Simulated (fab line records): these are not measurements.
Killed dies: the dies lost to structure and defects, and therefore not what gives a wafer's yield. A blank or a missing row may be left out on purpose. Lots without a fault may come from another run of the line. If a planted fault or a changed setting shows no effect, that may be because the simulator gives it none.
2 desks looking at one fault | flow berkeley cmos170 | what lay behind the numbers comes last; until then each desk has only its own

## AT THE METROLOGY DESK
What the gauges read, lot by lot, whatever tool the lot ran on: means of the sampled wafers that have a number. Marked OUT: a lot whose mean sits more than 4 standard deviations from the usual mean, which makes it out of limits; the brackets give that distance.
Columns: A = PVT_TW at UCB170_PVT_TW_MEAS_09, usual 510; B = cd nm at UCB170_GATE_CD_MEAS_12, usual 350.1 nm; C = NLDD_TW at UCB170_NLDD_TW_MEAS_11, usual 2214; D = cd nm at UCB170_PSD_CD_MEAS_06, usual 1200.0 nm; E = NLDD_RS at UCB170_SDANNEAL_RS_MEAS_05, usual 617.9 ohm/sq
lot  | first seen here | A   | B     | C              | D      | E
L959 | day 5 10:51     | 511 | 348.6 | 2233           | 1200.9 | 619.9
L960 | day 5 15:25     | 507 | 349.7 | 2190           | 1199.9 | 618.7
L961 | day 6 02:52     | 515 | 351.3 | 2181           | 1198.1 | 619.4
L962 | day 6 09:37     | 510 | 350.8 | 2198           | 1201.1 | 617.4
L963 | day 6 09:41     | 503 | 349.2 | 2195           | 1200.2 | 617.2
L969 | day 7 10:43     | 504 | 351.4 | 2449 (+13) OUT | 1199.4 | 480.9 (-86) OUT
L972 | day 7 17:44     | 513 | 349.9 | 2420 (+11) OUT | 1198.4 | 483.0 (-84) OUT
L974 | day 8 20:41     | 507 | 348.2 | 2224           | 1201.0 | 617.4
L976 | day 9 01:45     | 513 | 349.0 | 2232           | 1199.7 | 617.4
L975 | day 9 02:44     | 512 | 348.2 | 2193           | 1198.9 | 619.2
L977 | day 9 02:44     | 505 | 348.9 | 2183           | 1199.9 | 618.8
L980 | day 9 23:29     | 515 | 349.1 | 2232           | 1201.3 | 616.0
L979 | day 10 00:35    | 510 | 350.8 | 2205           | 1200.3 | 621.0
L982 | day 10 08:20    | 509 | 352.1 | 2198           | 1200.0 | 618.2
Finding of this desk: L969, L972 out of limits, first seen on L969 at day 8 00:41 (NLDD_TW at UCB170_NLDD_TW_MEAS_11). Within limits: L959, L960, L961, L962, L963, L974, L976, L975, L977, L980, L979, L982.

## TOOL OWNER'S DESK, implanter-02
For each lot that ran on this tool, the mean over its sampled wafers that have a number, from the tool's own readings at UCB170_NLDD_IMPLANT_09. Marked OUT: a lot whose mean sits more than 4 standard deviations from the usual mean, which makes it out of limits; the brackets give that distance.
Columns: A = dose ions cm2 at UCB170_NLDD_IMPLANT_09, usual 4.999e+13; B = faraday current uA at UCB170_NLDD_IMPLANT_09, usual 159
lot  | first seen here | A                           | B
L962 | day 7 01:02     | 5.002e+13                   | 159
L963 | day 7 01:59     | 4.996e+13                   | 156
L969 | day 8 00:26     | 9.310e+13 (+99 or more) OUT | 298 (+45) OUT
L972 | day 8 09:33     | 9.308e+13 (+99 or more) OUT | 303 (+46) OUT
L982 | day 11 03:46    | 4.994e+13                   | 157
This desk's verdict: out of limits on L969, L972, starting with L969 at day 8 00:26 (dose ions cm2 at UCB170_NLDD_IMPLANT_09). Within limits: L962, L963, L982.

## TAKEN TOGETHER
On L969, L972, at day 8 00:26, an alarm was possible from the tool owner's desk.
L969, L972 would have let the metrology desk raise an alarm at day 8 00:41.
Of the lots named, all ran UCB170_NLDD_IMPLANT_09 on implanter-02.

## WHAT HAD BEEN PUT IN BY THE SIMULATOR
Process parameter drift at UCB170_NLDD_IMPLANT_09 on implanter-02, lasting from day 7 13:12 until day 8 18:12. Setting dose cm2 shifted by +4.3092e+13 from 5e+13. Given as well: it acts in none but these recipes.
Struck lots among those shown: L969, L972.
Fault start to first reading out of limits, in hours, per desk: tool owner, 11; metrology, 11.
